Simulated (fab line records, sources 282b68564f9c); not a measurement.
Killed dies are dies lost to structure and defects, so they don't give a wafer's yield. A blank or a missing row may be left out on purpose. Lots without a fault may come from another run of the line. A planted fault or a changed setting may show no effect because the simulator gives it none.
A struck lot beside a sound one | flow rit_cmos | 15 steps out of a route of 202
Sound: wafers L876.1, L876.2, L876.6. Struck: wafers L871.1, L871.6. (L871.2 of the same lot was not struck and is left out.) The cause comes at the end.
At each step with rows: each side's tool, then ch and its chambers, then its first start. Under that, the readings that differ: sound wafers | struck wafers | difference of the means | sigmas: that difference in standard deviations of wafers without a fault.
alike: readings whose means differ by less than 2 such deviations, and words and numbers that are the same on both sides. not compared: withheld readings, readings that some wafer has no value for, bounds like >300 that may hide the same value, and numbers for which the record gives no deviation and whose values overlap.
The two part at a step that has a row with sigmas, a row that says differs or no value, or rows on one side only. Numbers that don't overlap but have no deviation are shown without sigmas and don't part them. A reading that every wafer of one side lacks parts them only if that side has two wafers or more.

RIT_GATE_THK_MEAS_07:
  sound on film_metro-04, day 6 17:40; struck on film_metro-01, day 5 19:23
  alike: GATE_OXIDE_THK
then, 1 step without rows for these wafers: RIT_GATE_CVD_08 (deposits poly-Si from SiH4, target thk 250 nm, time 2220 s).
RIT_GATE_THK_MEAS_09:
  sound on film_metro-03, day 6 20:34; struck on film_metro-01, day 5 21:03
  alike: GATE_POLY_THK
then, 6 steps without rows for these wafers: RIT_GATE_HMDS_10 (prime time 60 s); RIT_GATE_COAT_11 (resist thk 850 nm); RIT_GATE_SOFTBAKE_12 (time 60 s); RIT_GATE_EXPOSE_13 (exposes mask M6, target cd 150 nm); RIT_GATE_PEB_14; RIT_GATE_DEVELOP_15 (develop time 50 s).
RIT_GATE_CD_MEAS_16: target cd 150 nm.
  sound on cd_sem-02, day 6 21:29; struck on cd_sem-02, day 6 03:31
  reading    | sound             | struck      | difference | sigmas
  cd_nm (nm) | 145.3 143.4 143.6 | 150.7 152.5 | +7.5       | +3
RIT_GATE_OVL_MEAS_17:
  sound on overlay-02, day 6 21:36; struck on overlay-02, day 6 03:38
  alike: GATE_OVL
then, 1 step without rows for these wafers: RIT_GATE_HARDBAKE_18 (time 60 s).
RIT_GATE_ETCH_19: etches poly-Si in SF6/CHF3/O2, stops on SiO2, time 165 s, target depth 312.5 nm.
  sound on rie_si-02 ch 1,2, day 6 21:49; struck on rie_si-01 ch 3, day 6 03:56
  reading                                   | sound             | struck      | difference | sigmas
  CHF3_flow_sccm (sccm)                     | 29.88 30.03 29.86 | 30.18 30.11 | +0.22      | +2
  drypump_motor_current_A (A)               | 6.0 6.5 6.1       | 4.8 4.7     | -1.5       | -3
  oes_product_au (a.u.)                     | 0.855 0.859 0.856 | 0.727 0.723 | -0.132     | -11
  throttle_valve_pct (%)                    | 10.34 10.39 10.36 | 10.16 10.14 | -0.21      | -3
  model.GATE.feature_depth_nm (nm)          | 250.6 253.4 249.5 | 203.5 202.4 | -48.2      |
  model.etch.depth_nm (nm)                  | 250.6 253.4 249.5 | 203.5 202.4 | -48.2      |
  model.NOVOLAK_of_GATE_COAT_11.thk_nm (nm) | 677.6 670.4 674.4 | 698.3 700.5 | +25.3      |
  alike: O2_flow_sccm
  not compared: rf_hours_counter_h
RIT_GATE_STRIP_20: strips in O2, time 180 s.
  sound on plasma_asher-01 ch 0,1, day 6 21:56; struck on plasma_asher-03 ch 0, day 6 04:03
  alike: drypump_motor_current_A
  not compared: rf_hours_counter_h
RIT_M1_PROBE_99:
  sound on prober-02, day 7 19:25; struck on prober-02, day 7 03:10
  reading             | sound | struck  | difference | sigmas
  killed_at_front_end | 3 4 5 | 264 264 | +260       | +84
  killed_dies         | 3 4 5 | 264 264 | +260       | +81
  killed_on_rim       | 0 3 2 | 70 70   | +68        | +46
  alike: killed_at_contacts, killed_open, killed_short

WHERE THEY PART
First at RIT_GATE_CD_MEAS_16; last, within this record, at RIT_M1_PROBE_99.

WHY: what the simulator had put in
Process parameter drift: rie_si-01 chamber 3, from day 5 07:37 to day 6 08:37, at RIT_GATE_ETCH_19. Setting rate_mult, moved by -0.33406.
